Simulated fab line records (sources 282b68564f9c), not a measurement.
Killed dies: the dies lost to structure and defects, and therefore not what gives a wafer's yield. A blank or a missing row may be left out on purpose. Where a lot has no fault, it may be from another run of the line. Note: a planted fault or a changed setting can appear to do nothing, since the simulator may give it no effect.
fab line records + flow rit-cmos
record:
- lots: 14
- wafers: 42
- last-day: 19
route steps=202 shown FOX2@23 NWELL@34 SPACER@130 NSD@158 M1@202
lots that met no fault: taken from a fault-free run of the same line
start-h: the number of hours between the record's first day and the start of the first shown wafer of the lot + wait-h: hours elapsed since this lot's preceding step + " same as the row above + L1.1+2: several wafers, shown together as one row + - either no value or no given start + * or withheld: withheld + < > ~ a bound
route shown NAME@n: names a module that has steps shown in the file, with the first one's number in the route + usual: mean/standard deviation taken from wafers without a fault + same: alike in all rows + chamber/n: place in a boat + sites: readings site by site + _std_site: standard deviation of those values + _edge_site: the outer-site mean with the inner-site mean subtracted + radius-mm: how far each site lies from the wafer's centre + mask NAME#n: copy n + behind: the tool/chamber that last shaped the wafer + hold: why the lot was held/for how many hours/how that ended + device: the n, p or np transistor that did not switch + end of line: at the end of the route, the tests of the same wafers + where a step has no rows: the recipe by itself + killed: dies lost to structure and defects at the first sort, not the wafer's yield + map: dies across one wafer; x = killed, . = not, _ = none there
set.NAME: the run value of the setting; set.NAME@STEP: its run value at that earlier step + model.NAME: the simulator's own value behind a step, which no gauge read
a sample of lots followed through the steps of the route, with each step as a table and each wafer as a row
services: when a tool's chamber went out of use (start-h, in hours from the record's first day, below 0 if earlier), for how many hours, and the reason
== steps ==
step: RIT_FOX2_OXIDATION_00
recipe:
- temp-c: 1100
- ambient: H2O
- target-thk-a: 3507
- p-h2o-torr: 720
- ox-time-s: 1130
usual:
- spike-tc-centre-C: 1102.8/1.1
| lot.wafer | tool       | chamber | start-h | wait-h | spike-tc-centre-C |
|-----------|------------|---------|---------|--------|-------------------|
| L892.1    | furnace-04 | 0       | 18.94   | 0.0    | 1103.1            |
| L892.2    | "          | 0       | "       | "      | 1100.3            |
| L892.5    | "          | 0       | "       | "      | 1104.0            |
| L893.1    | furnace-03 | 0       | 22.60   | 0.0    | 1101.5            |
| L893.3    | "          | 0       | "       | "      | 1103.6            |
| L893.4    | "          | 0       | "       | "      | 1103.8            |
| L894.2    | furnace-01 | 0       | 29.81   | 0.9    | 1103.9            |
| L894.4    | "          | 0       | "       | "      | 1104.0            |
| L894.6    | "          | 0       | "       | "      | 1104.2            |
| L895.1    | furnace-01 | 0       | 33.88   | 0.0    | 1104.0            |
| L895.2    | "          | 0       | "       | "      | 1103.1            |
| L895.6    | "          | 0       | "       | "      | 1101.5            |
| L896.1    | furnace-01 | 0       | 38.61   | 0.0    | 1104.4            |
| L896.2    | "          | 0       | "       | "      | 1103.8            |
| L896.5    | "          | 0       | "       | "      | 1103.1            |
| L897.1    | furnace-03 | 0       | 43.29   | 0.0    | 1103.3            |
| L897.4    | "          | 0       | "       | "      | 1102.8            |
| L897.5    | "          | 0       | "       | "      | 1101.6            |
| L898.1    | furnace-01 | 0       | 47.65   | 0.1    | 1102.9            |
| L898.2    | "          | 0       | "       | "      | 1104.3            |
| L898.4    | "          | 0       | "       | "      | 1105.1            |
| L899.2    | furnace-04 | 0       | 58.58   | 3.7    | 1101.4            |
| L899.5    | "          | 0       | "       | "      | 1102.0            |
| L899.6    | "          | 0       | "       | "      | 1101.7            |
| L901.1    | furnace-03 | 0       | 67.61   | 0.0    | 1103.0            |
| L901.2    | "          | 0       | "       | "      | 1100.8            |
| L901.4    | "          | 0       | "       | "      | 1102.7            |
| L902.3    | furnace-03 | 0       | 73.40   | 2.5    | 1101.7            |
| L902.4    | "          | 0       | "       | "      | 1102.9            |
| L902.5    | "          | 0       | "       | "      | 1103.1            |
| L904.1    | furnace-03 | 0       | 78.86   | 0.0    | 1102.1            |
| L904.2    | "          | 0       | "       | "      | 1103.9            |
| L904.5    | "          | 0       | "       | "      | 1100.6            |
| L906.2    | furnace-03 | 0       | 91.62   | 0.8    | 1102.6            |
| L906.4    | "          | 0       | "       | "      | 1102.4            |
| L906.5    | "          | 0       | "       | "      | 1102.0            |
| L914.2    | furnace-01 | 0       | 129.44  | 0.9    | 1103.3            |
| L914.4    | "          | 0       | "       | "      | 1103.0            |
| L914.5    | "          | 0       | "       | "      | 1103.4            |
| L915.2    | furnace-01 | 0       | 132.97  | 0.0    | 1104.3            |
| L915.5    | "          | 0       | "       | "      | 1105.4            |
| L915.6    | "          | 0       | "       | "      | 1103.7            |
step: RIT_FOX2_THK_MEAS_01
recipe:
- reads: SiO2_of_FOX2_OXIDATION_00
usual:
- FOX2_OXIDE_THK: 352/6.4
| lot.wafer | tool          | chamber | start-h | wait-h | FOX2_OXIDE_THK[nm] |
|-----------|---------------|---------|---------|--------|--------------------|
| L892.1    | film-metro-02 | -       | 20.26   | 0.0    | 347                |
| L892.2    | "             | -       | "       | "      | 348                |
| L892.5    | "             | -       | "       | "      | 339                |
| L893.1    | film-metro-01 | -       | 23.91   | 0.0    | 352                |
| L893.3    | "             | -       | "       | "      | 351                |
| L893.4    | "             | -       | "       | "      | 355                |
| L894.2    | film-metro-03 | -       | 31.14   | 0.0    | 347                |
| L894.4    | "             | -       | "       | "      | 354                |
| L894.6    | "             | -       | "       | "      | 361                |
| L895.1    | film-metro-02 | -       | 35.19   | 0.0    | 353                |
| L895.2    | "             | -       | "       | "      | 350                |
| L895.6    | "             | -       | "       | "      | 348                |
| L896.1    | film-metro-01 | -       | 39.93   | 0.0    | 354                |
| L896.2    | "             | -       | "       | "      | 350                |
| L896.5    | "             | -       | "       | "      | 355                |
| L897.1    | film-metro-02 | -       | 44.60   | 0.0    | 356                |
| L897.4    | "             | -       | "       | "      | 355                |
| L897.5    | "             | -       | "       | "      | 356                |
| L898.1    | film-metro-02 | -       | 48.96   | 0.0    | 347                |
| L898.2    | "             | -       | "       | "      | 348                |
| L898.4    | "             | -       | "       | "      | 347                |
| L899.2    | film-metro-02 | -       | 59.91   | 0.0    | 349                |
| L899.5    | "             | -       | "       | "      | 351                |
| L899.6    | "             | -       | "       | "      | 345                |
| L901.1    | film-metro-03 | -       | 68.92   | 0.0    | 349                |
| L901.2    | "             | -       | "       | "      | 349                |
| L901.4    | "             | -       | "       | "      | 348                |
| L902.3    | film-metro-03 | -       | 74.74   | 0.0    | 357                |
| L902.4    | "             | -       | "       | "      | 354                |
| L902.5    | "             | -       | "       | "      | 355                |
| L904.1    | film-metro-02 | -       | 80.17   | 0.0    | 270                |
| L904.2    | "             | -       | "       | "      | 276                |
| L904.5    | "             | -       | "       | "      | 272                |
| L906.2    | film-metro-03 | -       | 92.94   | 0.0    | 277                |
| L906.4    | "             | -       | "       | "      | 271                |
| L906.5    | "             | -       | "       | "      | 269                |
| L914.2    | film-metro-02 | -       | 130.77  | 0.0    | 340                |
| L914.4    | "             | -       | "       | "      | 343                |
| L914.5    | "             | -       | "       | "      | 336                |
| L915.2    | film-metro-03 | -       | 134.30  | 0.0    | 341                |
| L915.5    | "             | -       | "       | "      | 341                |
| L915.6    | "             | -       | "       | "      | 342                |
step: RIT_FOX2_THK_MEAS_90
recipe:
- reads: SiO2_of_FOX2_OXIDATION_00
usual:
- FIELD_OXIDE_LEFT_1_THK: 325/6.4
| lot.wafer | tool          | chamber | start-h | wait-h | FIELD_OXIDE_LEFT_1_THK[nm] |
|-----------|---------------|---------|---------|--------|----------------------------|
| L892.1    | film-metro-03 | -       | 21.14   | 0.0    | 320                        |
| L892.2    | "             | -       | "       | "      | 321                        |
| L892.5    | "             | -       | "       | "      | 312                        |
| L893.1    | film-metro-03 | -       | 24.86   | 0.0    | 325                        |
| L893.3    | "             | -       | "       | "      | 325                        |
| L893.4    | "             | -       | "       | "      | 328                        |
| L894.2    | film-metro-03 | -       | 32.01   | 0.0    | 320                        |
| L894.4    | "             | -       | "       | "      | 327                        |
| L894.6    | "             | -       | "       | "      | 334                        |
| L895.1    | film-metro-02 | -       | 36.07   | 0.0    | 326                        |
| L895.2    | "             | -       | "       | "      | 323                        |
| L895.6    | "             | -       | "       | "      | 321                        |
| L896.1    | film-metro-01 | -       | 40.80   | 0.0    | 327                        |
| L896.2    | "             | -       | "       | "      | 322                        |
| L896.5    | "             | -       | "       | "      | 328                        |
| L897.1    | film-metro-03 | -       | 45.48   | 0.0    | 329                        |
| L897.4    | "             | -       | "       | "      | 328                        |
| L897.5    | "             | -       | "       | "      | 329                        |
| L898.1    | film-metro-01 | -       | 49.84   | 0.0    | 319                        |
| L898.2    | "             | -       | "       | "      | 320                        |
| L898.4    | "             | -       | "       | "      | 320                        |
| L899.2    | film-metro-01 | -       | 60.79   | 0.0    | 321                        |
| L899.5    | "             | -       | "       | "      | 324                        |
| L899.6    | "             | -       | "       | "      | 318                        |
| L901.1    | film-metro-02 | -       | 69.80   | 0.0    | 321                        |
| L901.2    | "             | -       | "       | "      | 322                        |
| L901.4    | "             | -       | "       | "      | 321                        |
| L902.3    | film-metro-02 | -       | 75.63   | 0.0    | 329                        |
| L902.4    | "             | -       | "       | "      | 327                        |
| L902.5    | "             | -       | "       | "      | 328                        |
| L904.1    | film-metro-01 | -       | 81.12   | 0.0    | 243                        |
| L904.2    | "             | -       | "       | "      | 250                        |
| L904.5    | "             | -       | "       | "      | 245                        |
| L906.2    | film-metro-01 | -       | 93.82   | 0.0    | 250                        |
| L906.4    | "             | -       | "       | "      | 244                        |
| L906.5    | "             | -       | "       | "      | 242                        |
| L914.2    | film-metro-03 | -       | 131.72  | 0.0    | 313                        |
| L914.4    | "             | -       | "       | "      | 316                        |
| L914.5    | "             | -       | "       | "      | 309                        |
| L915.2    | film-metro-01 | -       | 135.25  | 0.0    | 313                        |
| L915.5    | "             | -       | "       | "      | 313                        |
| L915.6    | "             | -       | "       | "      | 314                        |
step: RIT_NWELL_OVL_MEAS_06
usual:
- NWELL_OVL: 0.0/1.2
| lot.wafer | tool       | chamber | start-h | wait-h | NWELL_OVL[nm] |
|-----------|------------|---------|---------|--------|---------------|
| L892.1    | overlay-01 | -       | 22.10   | -      | 1.4           |
| L892.2    | "          | -       | "       | "      | 1.5           |
| L892.5    | "          | -       | "       | "      | 2.3           |
| L893.1    | overlay-02 | -       | 26.09   | -      | -1.0          |
| L893.3    | "          | -       | "       | "      | -2.3          |
| L893.4    | "          | -       | "       | "      | -1.0          |
| L894.2    | overlay-02 | -       | 33.08   | -      | 1.6           |
| L894.4    | "          | -       | "       | "      | 1.3           |
| L894.6    | "          | -       | "       | "      | -1.2          |
| L895.1    | overlay-02 | -       | 37.13   | -      | -1.0          |
| L895.2    | "          | -       | "       | "      | -0.6          |
| L895.6    | "          | -       | "       | "      | 0.1           |
| L896.1    | overlay-01 | -       | 41.87   | -      | 0.5           |
| L896.2    | "          | -       | "       | "      | -1.2          |
| L896.5    | "          | -       | "       | "      | -0.2          |
| L897.1    | overlay-02 | -       | 46.42   | -      | 0.3           |
| L897.4    | "          | -       | "       | "      | 1.0           |
| L897.5    | "          | -       | "       | "      | 0.3           |
| L898.1    | overlay-01 | -       | 50.90   | -      | 0.0           |
| L898.2    | "          | -       | "       | "      | 1.9           |
| L898.4    | "          | -       | "       | "      | 1.4           |
| L899.2    | overlay-02 | -       | 61.73   | -      | 3.5           |
| L899.5    | "          | -       | "       | "      | 1.8           |
| L899.6    | "          | -       | "       | "      | 1.1           |
| L901.1    | overlay-01 | -       | 70.86   | -      | -0.2          |
| L901.2    | "          | -       | "       | "      | 0.2           |
| L901.4    | "          | -       | "       | "      | -1.4          |
| L902.3    | overlay-01 | -       | 76.84   | -      | 0.0           |
| L902.4    | "          | -       | "       | "      | -0.5          |
| L902.5    | "          | -       | "       | "      | -1.9          |
| L904.1    | overlay-02 | -       | 82.19   | -      | 0.0           |
| L904.2    | "          | -       | "       | "      | 0.3           |
| L904.5    | "          | -       | "       | "      | -1.0          |
| L906.2    | overlay-02 | -       | 94.91   | -      | -1.4          |
| L906.4    | "          | -       | "       | "      | 0.2           |
| L906.5    | "          | -       | "       | "      | -1.3          |
| L914.2    | overlay-01 | -       | 132.96  | -      | -1.7          |
| L914.4    | "          | -       | "       | "      | -1.7          |
| L914.5    | "          | -       | "       | "      | -1.4          |
| L915.2    | overlay-02 | -       | 136.41  | -      | -1.5          |
| L915.5    | "          | -       | "       | "      | -0.7          |
| L915.6    | "          | -       | "       | "      | -0.7          |
step: RIT_FOX2_THK_MEAS_91
recipe:
- reads: SiO2_of_FOX2_OXIDATION_00
usual:
- FIELD_OXIDE_LEFT_2_THK: 257/6.5
| lot.wafer | tool          | chamber | start-h | wait-h | FIELD_OXIDE_LEFT_2_THK[nm] |
|-----------|---------------|---------|---------|--------|----------------------------|
| L892.1    | film-metro-03 | -       | 33.83   | 0.0    | 251                        |
| L892.2    | "             | -       | "       | "      | 252                        |
| L892.5    | "             | -       | "       | "      | 244                        |
| L893.1    | film-metro-03 | -       | 37.35   | 0.0    | 257                        |
| L893.3    | "             | -       | "       | "      | 256                        |
| L893.4    | "             | -       | "       | "      | 260                        |
| L894.2    | film-metro-03 | -       | 44.27   | 0.0    | 252                        |
| L894.4    | "             | -       | "       | "      | 259                        |
| L894.6    | "             | -       | "       | "      | 266                        |
| L895.1    | film-metro-01 | -       | 49.00   | 0.0    | 257                        |
| L895.2    | "             | -       | "       | "      | 254                        |
| L895.6    | "             | -       | "       | "      | 252                        |
| L896.1    | film-metro-03 | -       | 53.48   | 0.0    | 259                        |
| L896.2    | "             | -       | "       | "      | 254                        |
| L896.5    | "             | -       | "       | "      | 260                        |
| L897.1    | film-metro-01 | -       | 57.88   | 0.0    | 260                        |
| L897.4    | "             | -       | "       | "      | 259                        |
| L897.5    | "             | -       | "       | "      | 260                        |
| L898.1    | film-metro-02 | -       | 66.43   | 0.0    | 251                        |
| L898.2    | "             | -       | "       | "      | 252                        |
| L898.4    | "             | -       | "       | "      | 251                        |
| L899.2    | film-metro-01 | -       | 73.40   | 0.0    | 253                        |
| L899.5    | "             | -       | "       | "      | 255                        |
| L899.6    | "             | -       | "       | "      | 249                        |
| L901.1    | film-metro-03 | -       | 83.58   | 0.0    | 253                        |
| L901.2    | "             | -       | "       | "      | 254                        |
| L901.4    | "             | -       | "       | "      | 253                        |
| L902.3    | film-metro-02 | -       | 88.26   | 0.0    | 261                        |
| L902.4    | "             | -       | "       | "      | 258                        |
| L902.5    | "             | -       | "       | "      | 259                        |
| L904.1    | film-metro-02 | -       | 96.22   | 0.0    | 176                        |
| L904.2    | "             | -       | "       | "      | 182                        |
| L904.5    | "             | -       | "       | "      | 178                        |
| L906.2    | film-metro-03 | -       | 110.01  | 0.0    | 182                        |
| L906.4    | "             | -       | "       | "      | 177                        |
| L906.5    | "             | -       | "       | "      | 174                        |
| L915.2    | film-metro-01 | -       | 148.01  | 0.0    | 245                        |
| L915.5    | "             | -       | "       | "      | 244                        |
| L915.6    | "             | -       | "       | "      | 245                        |
| L914.2    | film-metro-01 | -       | 421.57  | 0.0    | 245                        |
| L914.4    | "             | -       | "       | "      | 248                        |
| L914.5    | "             | -       | "       | "      | 241                        |
step: RIT_SPACER_ETCHBACK_05
recipe:
- target-depth-a: 2500
- SF6_flow_sccm: 30
- CHF3_flow_sccm: 30
- target: Si3N4
- chemistry: SF6/CHF3
- pressure-mtorr: 40
- rf-w: 250
- time-s: 240
- stop-on: SiO2
usual:
- drypump-motor-current-A: 5.8/0.65
- oes-product-au: 0.846/0.015
- throttle-valve-pct: 10.31/0.16
| lot.wafer | tool        | chamber | start-h | wait-h | drypump-motor-current-A | oes-product-au | rf-hours-counter-h | throttle-valve-pct |
|-----------|-------------|---------|---------|--------|-------------------------|----------------|--------------------|--------------------|
| L892.1    | rie-diel-02 | 0       | 47.36   | 0.1    | 5.6                     | 0.818          | 16                 | 10.21              |
| L892.2    | "           | 1       | "       | "      | 6.4                     | 0.843          | 6                  | 10.47              |
| L892.5    | "           | 2       | "       | "      | 5.3                     | 0.809          | -                  | 10.58              |
| L893.1    | rie-diel-01 | 2       | 50.86   | 0.1    | 4.9                     | 0.857          | 3                  | 10.43              |
| L893.3    | "           | 3       | "       | "      | 6.6                     | 0.857          | 108                | 10.14              |
| L893.4    | "           | 1       | "       | "      | 6.0                     | 0.829          | 147                | 10.23              |
| L894.2    | rie-diel-01 | 3       | 63.96   | 0.0    | 6.6                     | 0.841          | 108                | 10.13              |
| L894.4    | "           | 2       | "       | "      | 4.9                     | 0.841          | 4                  | 10.43              |
| L894.6    | "           | 1       | "       | "      | 6.0                     | 0.821          | -                  | 10.22              |
| L895.1    | rie-diel-02 | 2       | 70.06   | 0.1    | 5.3                     | 0.828          | 4                  | 10.57              |
| L895.2    | "           | 0       | "       | "      | 5.5                     | 0.840          | 16                 | 10.23              |
| L895.6    | "           | 1       | "       | "      | 6.4                     | 0.852          | -                  | 10.50              |
| L896.1    | rie-diel-01 | 1       | 76.90   | 0.1    | 6.0                     | 0.816          | 147                | 10.22              |
| L896.2    | "           | 2       | "       | "      | 4.9                     | 0.850          | 4                  | 10.44              |
| L896.5    | "           | 2       | "       | "      | 4.9                     | 0.851          | -                  | 10.44              |
| L897.1    | rie-diel-04 | 3       | 78.80   | 0.1    | 6.4                     | 0.829          | 51                 | 10.31              |
| L897.4    | "           | 1       | "       | "      | 5.0                     | 0.859          | 8                  | 10.05              |
| L897.5    | "           | 3       | "       | "      | 6.4                     | 0.838          | -                  | 10.30              |
| L898.1    | rie-diel-02 | 2       | 82.13   | 0.1    | 5.3                     | 0.833          | 4                  | 10.58              |
| L898.2    | "           | 3       | "       | "      | 5.4                     | 0.860          | 86                 | 10.34              |
| L898.4    | "           | 0       | "       | "      | 5.6                     | 0.835          | 16                 | 10.21              |
| L899.2    | rie-diel-04 | 3       | 89.14   | 0.0    | 6.4                     | 0.819          | 51                 | 10.31              |
| L899.5    | "           | 1       | "       | "      | 5.0                     | 0.860          | -                  | 10.04              |
| L899.6    | "           | 2       | "       | "      | 5.0                     | 0.844          | -                  | 10.53              |
| L901.1    | rie-diel-01 | 3       | 106.94  | 0.1    | 6.7                     | 0.856          | 108                | 10.14              |
| L901.2    | "           | 1       | "       | "      | 6.0                     | 0.833          | 148                | 10.25              |
| L901.4    | "           | 0       | "       | "      | 5.8                     | 0.847          | 0                  | 10.33              |
| L902.3    | rie-diel-04 | 0       | 107.34  | 0.0    | 6.6                     | 0.854          | 2                  | 10.16              |
| L902.4    | "           | 3       | "       | "      | 6.4                     | 0.839          | 51                 | 10.32              |
| L902.5    | "           | 1       | "       | "      | 5.0                     | 0.854          | -                  | 10.05              |
| L904.1    | rie-diel-01 | 1       | 117.22  | 0.1    | 6.0                     | 0.827          | 148                | 10.21              |
| L904.2    | "           | 2       | "       | "      | 4.9                     | 0.869          | 5                  | 10.43              |
| L904.5    | "           | 0       | "       | "      | 5.8                     | 0.855          | -                  | 10.32              |
| L906.2    | rie-diel-04 | 1       | 126.54  | 0.0    | 5.0                     | 0.869          | 9                  | 10.04              |
| L906.4    | "           | 3       | "       | "      | 6.4                     | 0.846          | 52                 | 10.30              |
| L906.5    | "           | 2       | "       | "      | 5.0                     | 0.866          | -                  | 10.55              |
| L915.2    | rie-diel-02 | 0       | 162.55  | 0.0    | 5.6                     | 0.834          | 17                 | 10.23              |
| L915.5    | "           | 1       | "       | "      | 6.4                     | 0.845          | -                  | 10.48              |
| L915.6    | "           | 2       | "       | "      | 5.3                     | 0.816          | -                  | 10.60              |
| L914.2    | rie-diel-04 | 0       | 438.34  | 0.0    | 6.6                     | 0.876          | 10                 | 10.19              |
| L914.4    | "           | 3       | "       | "      | 6.4                     | 0.841          | 59                 | 10.29              |
| L914.5    | "           | 0       | "       | "      | 6.6                     | 0.881          | -                  | 10.18              |
step: RIT_SDANNEAL_RS_MEAS_05
recipe:
- thk-meas-gauge: four-point-probe
usual:
- NSD_RS: 84.50/0.29
| lot.wafer | tool          | chamber | start-h | wait-h | NSD_RS[ohm/sq] |
|-----------|---------------|---------|---------|--------|----------------|
| L892.1    | film-metro-04 | -       | 51.15   | 0.1    | 84.49          |
| L892.2    | "             | -       | "       | "      | 84.59          |
| L892.5    | "             | -       | "       | "      | 84.43          |
| L893.1    | film-metro-03 | -       | 54.59   | 0.1    | 84.29          |
| L893.3    | "             | -       | "       | "      | 84.15          |
| L893.4    | "             | -       | "       | "      | 84.32          |
| L894.2    | film-metro-01 | -       | 67.65   | 0.1    | 84.88          |
| L894.4    | "             | -       | "       | "      | 85.12          |
| L894.6    | "             | -       | "       | "      | 85.03          |
| L895.1    | film-metro-03 | -       | 73.98   | 0.1    | 84.99          |
| L895.2    | "             | -       | "       | "      | 84.54          |
| L895.6    | "             | -       | "       | "      | 84.53          |
| L896.1    | film-metro-04 | -       | 80.78   | 0.1    | 84.79          |
| L896.2    | "             | -       | "       | "      | 84.80          |
| L896.5    | "             | -       | "       | "      | 84.75          |
| L897.1    | film-metro-04 | -       | 82.33   | 0.1    | 83.89          |
| L897.4    | "             | -       | "       | "      | 84.35          |
| L897.5    | "             | -       | "       | "      | 83.93          |
| L898.1    | film-metro-01 | -       | 85.95   | 0.1    | 84.90          |
| L898.2    | "             | -       | "       | "      | 84.41          |
| L898.4    | "             | -       | "       | "      | 84.22          |
| L899.2    | film-metro-01 | -       | 92.83   | 0.1    | 84.41          |
| L899.5    | "             | -       | "       | "      | 84.13          |
| L899.6    | "             | -       | "       | "      | 84.57          |
| L901.1    | film-metro-03 | -       | 110.86  | 0.1    | 84.53          |
| L901.2    | "             | -       | "       | "      | 84.66          |
| L901.4    | "             | -       | "       | "      | 84.51          |
| L902.3    | film-metro-04 | -       | 111.24  | 0.1    | 84.37          |
| L902.4    | "             | -       | "       | "      | 84.25          |
| L902.5    | "             | -       | "       | "      | 84.30          |
| L904.1    | film-metro-04 | -       | 120.87  | 0.1    | 84.01          |
| L904.2    | "             | -       | "       | "      | 83.91          |
| L904.5    | "             | -       | "       | "      | 84.21          |
| L906.2    | film-metro-01 | -       | 130.26  | 0.1    | 84.10          |
| L906.4    | "             | -       | "       | "      | 84.64          |
| L906.5    | "             | -       | "       | "      | 84.51          |
| L915.2    | film-metro-04 | -       | 166.18  | 0.1    | 84.38          |
| L915.5    | "             | -       | "       | "      | 84.69          |
| L915.6    | "             | -       | "       | "      | 84.56          |
| L914.2    | film-metro-01 | -       | 442.12  | 0.1    | 84.59          |
| L914.4    | "             | -       | "       | "      | 84.43          |
| L914.5    | "             | -       | "       | "      | 84.62          |
step: RIT_M1_PROBE_99
usual:
- killed-at-contacts: 0.1/0.27
- killed-at-front-end: 6/3
- killed-dies: 7/3
- killed-open: 3.1/2
- killed-short: 3.4/2
same:
- gross-dies: 264
- killed_at_M0_to_M3: 0
- killed_at_M4_up: 0
- killed-at-back-side: 0
- killed-at-other: 0
| lot.wafer | tool      | chamber | start-h | wait-h | killed-at-contacts | killed-at-front-end | killed-dies | killed-open | killed-short |
|-----------|-----------|---------|---------|--------|--------------------|---------------------|-------------|-------------|--------------|
| L904.1    | prober-01 | -       | 128.12  | 0.1    | 0                  | 8                   | 8           | 4           | 4            |
| L904.2    | prober-01 | -       | 128.17  | 0.1    | 0                  | 6                   | 6           | 3           | 3            |
| L904.5    | prober-01 | -       | 128.32  | 0.2    | 0                  | 8                   | 8           | 6           | 2            |
killed by level:class
L904.1 GATE:geometric-particle:open=3 REOX:geometric-particle:short=2 FOX1:geometric-particle:open=1 FOX2:geometric-particle:short=1 GATE:geometric-particle:short=1
L904.2 GATE:geometric-particle:short=2 GATE:geometric-particle:open=2 REOX:geometric-particle:open=1 REOX:geometric-particle:short=1
L904.5 REOX:geometric-particle:open=3 GATE:geometric-particle:open=2 GATE:geometric-particle:short=1 SPACER:geometric-particle:short=1 SILICIDE:geometric-particle:open=1
== services ==
| tool        | chamber | start-h | hours | kind   |
|-------------|---------|---------|-------|--------|
| furnace-01  | -       | -2.32   | 2.5   | repair |
| furnace-01  | -       | 22.00   | 2.3   | repair |
| rie-diel-01 | 3       | 23.50   | 10.1  | repair |
| rie-diel-01 | 1       | 29.18   | 3.3   | repair |
| rie-diel-04 | 0       | 39.43   | 3.9   | repair |
| rie-diel-04 | -       | 39.47   | 8.5   | repair |
| rie-diel-04 | 1       | 40.14   | 14.4  | repair |
| furnace-03  | -       | 57.56   | 3.0   | pm     |
| rie-diel-01 | 3       | 77.46   | 16.6  | repair |
| furnace-01  | -       | 102.88  | 4.3   | pm     |
| furnace-01  | -       | 153.12  | 5.6   | repair |
| rie-diel-01 | 2       | 157.57  | 2.2   | repair |
| rie-diel-04 | -       | 165.71  | 2.8   | pm     |
| rie-diel-04 | 3       | 178.57  | 6.1   | repair |
| rie-diel-04 | 0       | 198.24  | 3.7   | repair |
| furnace-01  | -       | 219.25  | 3.3   | pm     |
| furnace-03  | -       | 225.34  | 4.5   | pm     |
| furnace-01  | -       | 339.58  | 7.1   | pm     |
| furnace-03  | -       | 367.26  | 3.8   | pm     |
| furnace-01  | -       | 377.18  | 4.3   | pm     |
| furnace-03  | -       | 377.41  | 6.9   | pm     |
| furnace-01  | -       | 385.31  | 3.8   | pm     |
| furnace-03  | -       | 392.88  | 3.7   | pm     |
| furnace-01  | -       | 393.39  | 4.5   | repair |
== key ==
first-sign:
- step: RIT_FOX2_THK_MEAS_01
- reading: FOX2_OXIDE_THK
- direction: down
- sigmas: 12
- usual: 352
- struck: 273
effect:
- step: RIT_FOX2_THK_MEAS_90
- reading: FIELD_OXIDE_LEFT_1_THK
- direction: down
- sigmas: 12
- usual: 325
- struck: 246
effect:
- step: RIT_FOX2_THK_MEAS_91
- reading: FIELD_OXIDE_LEFT_2_THK
- direction: down
- sigmas: 12
- usual: 257
- struck: 178
met-at RIT_FOX2_OXIDATION_00
struck-lots L904,L906
tester-left-out L904,L906
not-acting-at RIT_NWELL_OVL_MEAS_06,RIT_SPACER_ETCHBACK_05,RIT_SDANNEAL_RS_MEAS_05
onset-between 73.40 78.86
fault:
- kind: process-parameter-drift
- tool: furnace-03
- chamber: -
- onset-h: 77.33
- steps: RIT_FOX2_OXIDATION_00
- channel: ox-time-s
- offset: *
- shape: step
- end-h: 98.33
- acts-in: *
- stated: *
tester-left-out: of these lots the tester's yield and bins aren't shown, on N5 and GAA mostly nor the transistor test; their killed dies are dies lost to structure and defects alone, not to doping, threshold or leakage, so they don't give the yield
